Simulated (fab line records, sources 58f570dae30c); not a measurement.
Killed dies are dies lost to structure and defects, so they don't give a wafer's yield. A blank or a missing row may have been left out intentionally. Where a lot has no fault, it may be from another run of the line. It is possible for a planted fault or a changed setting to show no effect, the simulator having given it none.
The tool behind it: which one? :: flow berkeleyCmos170 :: 45 wafers sampled from 15 lots at 1 step of a route of 331

WHAT EACH GAUGE READ, for each wafer
Not one reading of a measure or inspect step in the record can be checked against a usual standard deviation.

WHICH TOOL RAN EACH LOT (tool, then ch and the chambers of the sampled wafers, then the start)
lot: L329
UCB170_CONTACT_DEVELOP_14: lithoTrack-03 ch 0, day 6 10:00

lot: L330
UCB170_CONTACT_DEVELOP_14: lithoTrack-03 ch 0, day 6 23:00

lot: L332
UCB170_CONTACT_DEVELOP_14: lithoTrack-01 ch 0, day 7 10:00

lot: L333
UCB170_CONTACT_DEVELOP_14: lithoTrack-01 ch 0, day 7 11:00

lot: L331
UCB170_CONTACT_DEVELOP_14: lithoTrack-01 ch 0, day 7 12:00

lot: L338
UCB170_CONTACT_DEVELOP_14: lithoTrack-04 ch 0, day 8 21:00

lot: L341
UCB170_CONTACT_DEVELOP_14: lithoTrack-03, day 10 09:00

lot: L343
UCB170_CONTACT_DEVELOP_14: lithoTrack-01, day 10 15:00

lot: L345
UCB170_CONTACT_DEVELOP_14: lithoTrack-01 ch 0, day 10 15:00

lot: L346
UCB170_CONTACT_DEVELOP_14: lithoTrack-04 ch 0, day 10 15:00

lot: L342
UCB170_CONTACT_DEVELOP_14: lithoTrack-03, day 10 15:00

lot: L344
UCB170_CONTACT_DEVELOP_14: lithoTrack-01 ch 0, day 10 15:00

lot: L349
UCB170_CONTACT_DEVELOP_14: lithoTrack-01 ch 0, day 11 15:00

lot: L350
UCB170_CONTACT_DEVELOP_14: lithoTrack-01 ch 0, day 11 17:00

lot: L351
UCB170_CONTACT_DEVELOP_14: lithoTrack-03 ch 0, day 11 18:00
- UCB170_CONTACT_DEVELOP_14: develop time 45 s.

AS READ BY THE TOOLS THEMSELVES (means over the sampled wafers that have a number; for cases with no such wafer, the mark the record gives instead)
UCB170_CONTACT_DEVELOP_14. Usual: chillPlateTempC reads 23.02 C (standard deviation 0.11).
lot: L329
tool: lithoTrack-03
chillPlateTempC (C): 23.12
flag: 

lot: L330
tool: lithoTrack-03
chillPlateTempC (C): 23.11
flag: 

lot: L332
tool: lithoTrack-01
chillPlateTempC (C): 22.90
flag: 

lot: L333
tool: lithoTrack-01
chillPlateTempC (C): 23.10
flag: 

lot: L331
tool: lithoTrack-01
chillPlateTempC (C): 22.88
flag: 

lot: L338
tool: lithoTrack-04
chillPlateTempC (C): 22.99
flag: 

lot: L341
tool: lithoTrack-03
chillPlateTempC (C): -
flag: OFF

lot: L343
tool: lithoTrack-01
chillPlateTempC (C): -
flag: OFF

lot: L345
tool: lithoTrack-01
chillPlateTempC (C): 22.97
flag: 

lot: L346
tool: lithoTrack-04
chillPlateTempC (C): 22.85
flag: 

lot: L342
tool: lithoTrack-03
chillPlateTempC (C): -
flag: OFF

lot: L344
tool: lithoTrack-01
chillPlateTempC (C): 23.21
flag: 

lot: L349
tool: lithoTrack-01
chillPlateTempC (C): 22.94
flag: 

lot: L350
tool: lithoTrack-01
chillPlateTempC (C): 22.98
flag: 

lot: L351
tool: lithoTrack-03
chillPlateTempC (C): 22.89
flag: 

THE ANSWER, worked out from the rows above alone
Rule: take the mean of a lot's wafers that have a number; if it is more than 3 standard deviations from the usual mean, the lot is off. Also off: a lot with no number at a reading for which 4 or more lots have one. Where the step has rows for the other lots, those lots are counted as sound. First the gauges in route order, then the tools' own readings, where a lot's mean is used as printed above. The first step at which some lot is off is used, and at that step the reading that is off furthest; a lot without a number counts as furthest.
Off: L341, L343, L342, at UCB170_CONTACT_DEVELOP_14 (chillPlateTempC). Without a number there: L341, L343, L342.
If a tool, at that step or one of the process steps before it, ran each lot that is off and ran no sound lot following the first of them, it fits. Of those tried, none fits.

WHAT HAD BEEN PUT IN BY THE SIMULATOR
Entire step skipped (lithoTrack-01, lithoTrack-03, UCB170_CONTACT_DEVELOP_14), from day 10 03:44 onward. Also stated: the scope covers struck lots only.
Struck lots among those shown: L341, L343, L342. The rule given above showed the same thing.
